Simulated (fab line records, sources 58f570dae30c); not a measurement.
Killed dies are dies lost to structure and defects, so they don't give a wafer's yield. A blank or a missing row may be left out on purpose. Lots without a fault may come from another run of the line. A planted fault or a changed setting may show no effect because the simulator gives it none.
fab line records | flow berkeley_cmos170
record lots=14 wafers=42 last_day=12
route steps=331 shown NWELL@24
lots that met no fault: from a run of the same line without faults
start_h: hours from the record's first day to the start of the lot's first wafer shown | wait_h: hours since the lot's step before | " the same as in the row above | L1.1+2: a row that stands for several wafers | - no value, or no start given | * or withheld: withheld | < > ~ a bound
route shown NAME@n: a module of which the file shows steps, and the number in the route of the first | usual: mean/standard deviation of fault-free wafers | same: alike in all rows | chamber/n: place in a boat | sites: the reading at each site | _std_site: their standard deviation | _edge_site: outer sites' mean less inner sites' | radius_mm: how far each site lies from the wafer's centre | mask NAME#n: copy n | behind: the tool/chamber that last shaped the wafer | hold: why the lot was held/for how many hours/how that ended | device: the transistor (n, p or np) that didn't switch | end of line: the same wafers' tests at the end of the route | a step without rows: its recipe alone | killed: dies lost to structure and defects at the first sort, not the wafer's yield | map: a wafer's dies, x killed, . not, _ none there
set.NAME: the setting as run; set.NAME@STEP: as run at that earlier step | model.NAME: the simulator's own value behind a step, which no gauge read
steps of the route over a sample of lots; a table a step, a row a wafer
## steps
# step UCB170_NWELL_PEB_10
# recipe peb_temp_c=130 peb_time_s=withheld resist=KrF
# usual heater_power_total_W=56.80/0.048 plate_temp_C=130.02/0.14
# columns lot.wafer tool chamber start_h wait_h heater_power_total_W plate_temp_C
L932.2 litho_track-01 0 36.78 0.3 56.83 130.26
L932.3 " 0 " " 56.75 130.34
L932.4 " 0 " " 56.75 130.39
L933.1 litho_track-04 0 37.08 0.4 56.78 129.84
L933.3 " 0 " " 56.82 130.04
L933.6 " 0 " " 56.80 130.03
L934.1 litho_track-03 0 41.05 0.4 56.80 130.21
L934.2 " 0 " " 56.80 130.34
L934.5 " 0 " " 56.77 130.01
L935.1 litho_track-01 0 45.71 0.1 56.72 130.07
L935.2 " 0 " " 56.78 130.01
L935.5 " 0 " " 56.87 129.95
L937.3 litho_track-03 0 55.09 0.3 56.82 130.08
L937.4 " 0 " " 56.81 129.94
L937.5 " 0 " " 56.73 130.03
L936.2 litho_track-03 0 55.34 0.3 56.86 129.96
L936.3 " 0 " " 56.77 129.91
L936.5 " 0 " " 56.80 129.76
L940.2 litho_track-01 0 70.46 0.5 56.74 129.92
L940.4 " 0 " " 56.76 130.02
L940.5 " 0 " " 56.79 130.00
L943.2 litho_track-03 0 82.60 0.1 56.78 129.83
L943.3 " 0 " " 56.77 129.73
L943.6 " 0 " " 56.76 129.68
L945.1 litho_track-03 0 90.05 0.4 56.81 129.89
L945.2 " 0 " " 56.71 130.07
L945.6 " 0 " " 56.83 130.03
L949.3 litho_track-04 0 115.93 0.9 56.83 130.08
L949.5 " 0 " " 56.78 129.78
L949.6 " 0 " " 56.87 130.00
L951.3 litho_track-03 0 121.06 0.8 53.13 123.62
L951.4 " 0 " " 53.14 123.62
L951.5 " 0 " " 53.21 123.64
L952.1 litho_track-03 0 126.55 0.1 53.19 123.54
L952.3 " 0 " " 53.18 123.38
L952.4 " 0 " " 53.10 123.43
L954.1 litho_track-04 0 136.09 0.1 56.81 129.93
L954.2 " 0 " " 56.76 130.13
L954.6 " 0 " " 56.90 130.03
L955.1 litho_track-01 0 144.12 0.5 56.86 129.85
L955.2 " 0 " " 56.82 129.90
L955.6 " 0 " " 56.79 130.17
## key
first_sign step=UCB170_NWELL_PEB_10 reading=heater_power_total_W direction=down sigmas=75 usual=56.80 struck=53.16
effect step=UCB170_NWELL_PEB_10 reading=plate_temp_C direction=down sigmas=46 usual=* struck=*
met_at UCB170_NWELL_PEB_10
struck_lots L951,L952
tester_left_out L951,L952
onset_between 90.05 121.06
fault kind=process_parameter_drift tool=litho_track-03 chamber=- onset_h=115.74 steps=UCB170_NWELL_PEB_10 channel=peb_temp_c offset=* shape=step end_h=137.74 acts_in=* stated=*
# tester_left_out: of these lots the tester's yield and bins aren't shown, on N5 and GAA mostly nor the transistor test; their killed dies are dies lost to structure and defects alone, not to doping, threshold or leakage, so they don't give the yield
